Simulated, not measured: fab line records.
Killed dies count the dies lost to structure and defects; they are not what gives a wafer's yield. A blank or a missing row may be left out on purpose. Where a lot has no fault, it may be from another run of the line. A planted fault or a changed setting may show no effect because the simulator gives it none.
Struck lot and sound lot, side by side / flow berkeley cmos170 / 15 steps out of a route of 331
Sound: these wafers, L770.1, L770.3, L770.4. Wafers L775.1, L775.5, L775.6 were the ones struck. Last of all comes the cause.
Per side, at each step with rows, come the tool, then ch with its chambers, and then its first start. Under that, the readings that differ: sound wafers / struck wafers / difference of the means / sigmas: that difference in standard deviations of wafers without a fault.
alike: a reading whose means differ by less than 2 such deviations, as well as words and numbers matching on both sides. not compared: withheld readings; readings where some wafer has no value; bounds like >300 that might hide an equal value; numbers whose values overlap and for which the record gives no deviation.
A row with sigmas, a row that says differs or no value, or rows on one side alone: a step with any of these is where the two part. Numbers that don't overlap but have no deviation are shown without sigmas and don't part them. Lack of a reading on every wafer of one side parts them only where that side has two or more wafers.

UCB170_PVT_STRIP_08: strips in O2.
  sound on plasma asher-01 ch 0,1, day 6 06:31; struck on plasma asher-01 ch 0,1, day 7 16:22
  alike: drypump motor current A, oes product au, strip time to endpoint s
  not compared: rf hours counter h
UCB170_PVT_TW_MEAS_09:
  sound: film metro-02 at day 6 06:37; struck: film metro-03 at day 7 16:28
  alike: PVT_TW
then, 1 step without rows for these wafers: UCB170_GATE_WET_ETCH_00 (etches SiO2 in dHF, time 200 s).
UCB170_FIELD_THK_MEAS_91:
  sound: film metro-04 at day 6 06:47; struck: film metro-02 at day 7 16:36
  alike: FIELD_OXIDE_LEFT_2_THK
then, 1 step without rows for these wafers: UCB170_GATE_OXIDATION_01 (target thk 6.6 nm, ox time 1800 s).
UCB170_GATE_THK_MEAS_02:
  sound: film metro-03 at day 6 12:01; struck: film metro-03 at day 8 00:05
reading=GATE_OXIDE_THK (nm); sound=6.40 6.31 6.33; struck=6.71 6.77 6.81; difference=+0.42; sigmas=+3
then, 2 steps without rows for these wafers: UCB170_GATE_ANNEAL_03 (time 1800 s); UCB170_GATE_CVD_04 (deposits poly-Si from SiH4, time 1440 s, target thk 214 nm).
UCB170_GATE_THK_MEAS_05:
  sound: film metro-01 at day 6 18:41; struck: film metro-03 at day 8 05:04
  alike: GATE_POLY_THK
then, 3 steps without rows for these wafers: UCB170_GATE_COAT_06; UCB170_GATE_COAT_07 (resist thk 900 nm); UCB170_GATE_SOFTBAKE_08 (time 60 s).
UCB170_GATE_EXPOSE_09: exposes mask POLY, target cd 350 nm.
  sound on krf scanner-01 ch 0, day 6 19:38; struck on krf scanner-02 ch 0, day 8 05:56
reading=exposure dose mJ cm2; sound=20.992 20.987 20.993; struck=20.707 20.727 20.708; difference=-0.277; sigmas=-13
  alike: mask
then, 2 steps without rows for these wafers: UCB170_GATE_PEB_10; UCB170_M3_PROBE_99.

== WHERE THEY PART ==
Last at UCB170_GATE_EXPOSE_09 as far as this record goes, first at UCB170_GATE_THK_MEAS_02.

WHY: the cause the simulator had injected
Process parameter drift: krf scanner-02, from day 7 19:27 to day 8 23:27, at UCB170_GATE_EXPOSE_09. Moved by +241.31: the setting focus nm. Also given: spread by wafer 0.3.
